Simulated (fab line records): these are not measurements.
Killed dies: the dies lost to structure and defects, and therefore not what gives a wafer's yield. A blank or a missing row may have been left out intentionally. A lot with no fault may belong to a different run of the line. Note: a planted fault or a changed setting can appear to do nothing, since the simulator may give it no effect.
A single fault, viewed from 2 desks	flow berkeley cmos170	each desk has only its own numbers; what lay behind them comes last

== THE METROLOGY DESK ==
Lot by lot, what the gauges showed, no matter which tool ran the lot: averages of those sampled wafers that carry a number. If a lot's mean is further than 4 standard deviations from the usual mean, the lot is out of limits and carries the mark OUT (the distance appears in the brackets).
Columns: A = ACTIVE_OVL at UCB170_ACTIVE_OVL_MEAS_14, usual 0 nm; B = FIELD_OXIDE_LEFT_1_THK at UCB170_FIELD_THK_MEAS_90, usual 438 nm; C = SCREENOX_OXIDE_THK at UCB170_SCREENOX_THK_MEAS_02, usual 14.30 nm; D = NVT_TW at UCB170_NVT_TW_MEAS_09, usual 524; E = FIELD_OXIDE_LEFT_2_THK at UCB170_FIELD_THK_MEAS_91, usual 349 nm
lot	first seen here	A	B	C	D	E
L572	day 5 17:05	-1	438	14.01	525	351
L574	day 5 17:18	0	439	14.46	525	350
L577	day 6 01:37	0	435	14.48	525	347
L576	day 6 01:49	-1	440	14.31	524	352
L578	day 6 08:13	-7	449	14.34	527	360
L579	day 6 08:30	-5	440	14.28	525	352
L581	day 6 18:51	-1	452	14.11	523	365
L580	day 6 19:07	2	452	14.27	524	363
L584	day 7 01:41	2	432	14.26	522	344
L583	day 7 02:17	7	432	14.31	523	343
L585	day 8 03:23	-4	436	14.39	521	348
L588	day 8 08:05	1	426	14.42	521	338
L589	day 8 14:33	1	472	13.88	522	384
L590	day 8 14:49	3	484 (+4.8) OUT	14.34	528	396 (+4.9) OUT
This desk's finding: out of limits on L590; first on L590, day 9 08:39 (FIELD_OXIDE_LEFT_1_THK at UCB170_FIELD_THK_MEAS_90). In limits: L572, L574, L577, L576, L578, L579, L581, L580, L584, L583, L585, L588, L589.

== FOR THE TOOL OWNER'S DESK: wet bench-03 ==
The tool's own readings at UCB170_FIELD_WET_ETCH_06 (etches SiO2 in BOE, time 22 s): means of the sampled wafers that have a number, for each lot that ran on this tool. If a lot's mean is further than 4 standard deviations from the usual mean, the lot is out of limits and carries the mark OUT (the distance appears in the brackets).
Columns: A = run length s at UCB170_FIELD_WET_ETCH_06, usual 51.0 s
lot	first seen here	A
L572	day 6 14:31	48.6
L574	day 6 14:31	49.1
L576	day 6 22:06	54.3
L577	day 6 22:06	54.8
L578	day 6 22:06	55.0
L585	day 8 21:22	50.5
L589	day 9 08:38	35.4 (-6.8) OUT
L590	day 9 08:38	34.1 (-7.3) OUT
This desk's finding: out of limits on L589, L590; first on L589, day 9 08:38 (run length s at UCB170_FIELD_WET_ETCH_06). In limits: L572, L574, L576, L577, L578, L585.

== PUT TOGETHER ==
The tool owner's desk had the chance to raise an alarm at day 9 08:38 on L589, L590.
On L590, the metrology desk was in a position to raise an alarm at day 9 08:39.
The metrology desk has L589 on record, within its limits.
All the named lots went through UCB170_FIELD_WET_ETCH_06 on wet bench-03.

== WHAT THE SIMULATOR HAD INSERTED ==
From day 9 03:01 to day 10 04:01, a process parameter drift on wet bench-03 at UCB170_FIELD_WET_ETCH_06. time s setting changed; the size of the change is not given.
Struck lots among those shown: L589, L590.
Delay (hours) between the fault's onset and each desk's first out-of-limits reading: 6 at the tool owner's desk, 6 at the metrology desk.
